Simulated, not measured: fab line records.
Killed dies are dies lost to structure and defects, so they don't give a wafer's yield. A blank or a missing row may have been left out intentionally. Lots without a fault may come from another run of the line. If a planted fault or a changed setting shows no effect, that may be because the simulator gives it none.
Shared-tool check	flow berkeleyCmos170	Lots sampled 14, wafers sampled 42

REASON FOR OPENING
UCB170_GATE_THK_MEAS_02, reading GATE_OXIDE_THK: flagged on 2 of 14 lots. No-fault wafers: 6.63 nm, standard deviation 0.12.
Rule: a lot is flagged in two cases, either no wafer of it has a number, or all its wafers with numbers fall more than 4 standard deviations from that mean. The other lots count as sound.

lot	measured	on	GATE_OXIDE_THK (nm), wafer by wafer	flag
L859	day 5 10:49	filmMetro-01	6.70 6.54 6.70	
L861	day 6 01:02	filmMetro-02	6.63 6.65 6.64	
L862	day 6 06:49	filmMetro-01	6.62 6.58 6.68	
L863	day 6 15:23	filmMetro-02	6.55 6.62 6.57	
L864	day 6 15:23	filmMetro-04	6.50 6.58 6.57	
L865	day 7 02:20	filmMetro-02	6.77 6.76 6.68	
L866	day 7 02:21	filmMetro-01	6.62 6.65 6.60	
L867	day 7 08:36	filmMetro-04	6.52 6.52 6.46	
L869	day 7 13:02	filmMetro-01	8.77 8.95 8.83	FLAGGED
L868	day 7 13:04	filmMetro-04	8.77 8.88 8.74	FLAGGED
L871	day 8 03:58	filmMetro-01	6.70 6.63 6.70	
L873	day 8 14:44	filmMetro-01	6.52 6.42 6.56	
L878	day 9 14:51	filmMetro-01	6.87 6.95 6.84	
L877	day 9 14:52	filmMetro-02	6.53 6.67 6.60	
Average over the flagged lots: 8.82 nm; offset from the usual +2.19 nm, equal to +18 standard deviations.

LOT BY LOT: THE TOOL USED
The record keeps 1 process step preceding the reading, out of 331 steps on the route. In each cell: the tool, then ch and the chambers that the sampled wafers went through, then the start.
lot	flag	UCB170_GATE_OXIDATION_01
L859		furnace-03 ch 0, day 5 09:18
L861		furnace-01 ch 0, day 5 23:32
L862		furnace-03 ch 0, day 6 05:18
L863		furnace-03 ch 0, day 6 13:53
L864		furnace-03 ch 0, day 6 13:53
L865		furnace-03 ch 0, day 7 00:50
L866		furnace-03 ch 0, day 7 00:50
L867		furnace-04 ch 0, day 7 07:06
L869	FLAGGED	furnace-03 ch 0, day 7 11:32
L868	FLAGGED	furnace-03 ch 0, day 7 11:32
L871		furnace-04 ch 0, day 8 02:27
L873		furnace-01 ch 0, day 8 13:14
L878		furnace-01 ch 0, day 9 13:21
L877		furnace-01 ch 0, day 9 13:21
What these steps do:
- UCB170_GATE_OXIDATION_01: target thk 6.6 nm, ox time 1800 s.
- UCB170_GATE_THK_MEAS_02

FLAGGED OVER TOTAL, TOOL BY TOOL (the gauges that took the reading come last)
step	tool	lots run	flagged	share of the flagged lots	sound lots run after its first flagged lot
UCB170_GATE_OXIDATION_01	furnace-01	4	0	none	-
UCB170_GATE_OXIDATION_01	furnace-03	8	2	all	0
UCB170_GATE_OXIDATION_01	furnace-04	2	0	none	-
UCB170_GATE_THK_MEAS_02	filmMetro-01	7	1	some	3 (L871,L873,L878)
UCB170_GATE_THK_MEAS_02	filmMetro-02	4	0	none	-
UCB170_GATE_THK_MEAS_02	filmMetro-04	3	1	some	0

WHAT IS ALLOWED BY THE TABLE
1 row of the table ran every flagged lot: furnace-03 at UCB170_GATE_OXIDATION_01.
- furnace-03 at UCB170_GATE_OXIDATION_01: 2 of its 8 lots flagged. Last sound lot L865 at day 7 00:50, first flagged lot L868 at day 7 11:32; a fault beginning in between fits.
furnace-03 at UCB170_GATE_OXIDATION_01 is the single tool remaining.

WHAT THE SIMULATOR HAD INSERTED
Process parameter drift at UCB170_GATE_OXIDATION_01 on furnace-03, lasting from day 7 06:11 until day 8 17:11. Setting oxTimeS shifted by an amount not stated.
Lots struck among those shown: L869, L868. The rule above reached the same finding.
